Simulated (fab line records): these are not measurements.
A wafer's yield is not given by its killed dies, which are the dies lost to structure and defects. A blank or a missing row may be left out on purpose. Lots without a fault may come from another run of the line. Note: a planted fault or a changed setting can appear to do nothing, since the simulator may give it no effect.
A single fault, viewed from 2 desks	flow berkeley_cmos170	each desk holds nothing but its own numbers, with what lay behind them at the end

## AT THE TOOL OWNER'S DESK: lpcvd-02
The tool's own readings at UCB170_CONTACT_CVD_01 (deposits PSG from SiH4/O2/PH3, target thk 700 nm, time 2820 s): means of the sampled wafers that have a number, for each lot that ran on this tool. Any lot whose mean is over 4 standard deviations away from the usual mean is out of limits and marked OUT; that distance is given in the brackets.
Columns: A = o2_flow_sccm at UCB170_CONTACT_CVD_01, usual 90.0 sccm; B = pressure_mtorr at UCB170_CONTACT_CVD_01, usual 299.9 mTorr
lot	first seen here	A	B
L908	day 8 03:50	89.9	299.8
L917	day 9 20:58	90.1	300.1
L918	day 9 20:58	90.0	299.8
L923	day 10 21:30	90.0	450.1 (+99 or more) OUT
L922	day 10 23:17	89.9	449.5 (+99 or more) OUT
This desk's finding: out of limits on L922, L923; first on L923, day 10 21:30 (pressure_mtorr at UCB170_CONTACT_CVD_01). Within limits: L908, L917, L918.

## METROLOGY DESK
Lot by lot, what the gauges showed, no matter which tool ran the lot: averages of those sampled wafers that carry a number. Any lot whose mean is over 4 standard deviations away from the usual mean is out of limits and marked OUT; that distance is given in the brackets.
Columns: A = NWELL_TW at UCB170_NWELL_TW_MEAS_16, usual 1252; B = NSD_TW at UCB170_NSD_TW_MEAS_10, usual 4174; C = CONTACT_PSG_THK at UCB170_CONTACT_THK_MEAS_02, usual 698 nm
lot	first seen here	A	B	C
L907	day 2 15:15	1261	4178	706
L908	day 2 15:19	1261	4225	693
L909	day 3 13:44	1268	4149	702
L910	day 3 13:56	1244	4136	693
L911	day 3 23:16	1247	4132	692
L916	day 4 10:08	1239	4225	687
L915	day 4 10:22	1247	4123	696
L917	day 4 16:01	1263	4132	693
L918	day 4 16:18	1260	4134	696
L920	day 5 04:31	1246	4215	706
L923	day 5 18:37	1252	4174	863 (+26) OUT
L922	day 5 18:44	1265	4175	863 (+26) OUT
L929	day 7 01:10	1237	4198	694
L930	day 7 04:09	1235	4259	704
This desk reports L922, L923 out of limits; the earliest was L923 at day 10 23:17 (CONTACT_PSG_THK at UCB170_CONTACT_THK_MEAS_02). Within limits: L907, L908, L909, L910, L911, L916, L915, L917, L918, L920, L929, L930.

## PUT TOGETHER
The tool owner's desk could have raised an alarm at day 10 21:30, on L922, L923.
At day 10 23:17 the metrology desk could have sounded an alarm, on L922, L923.
UCB170_CONTACT_CVD_01 was run on lpcvd-02 by each of the lots named.

## WHAT THE SIMULATOR HAD PUT IN
lpcvd-02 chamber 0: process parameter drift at UCB170_CONTACT_CVD_01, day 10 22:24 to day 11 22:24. The setting pressure_mtorr was moved by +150, starting from 300. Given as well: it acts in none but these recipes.
Struck lots among those shown: L922, L923.
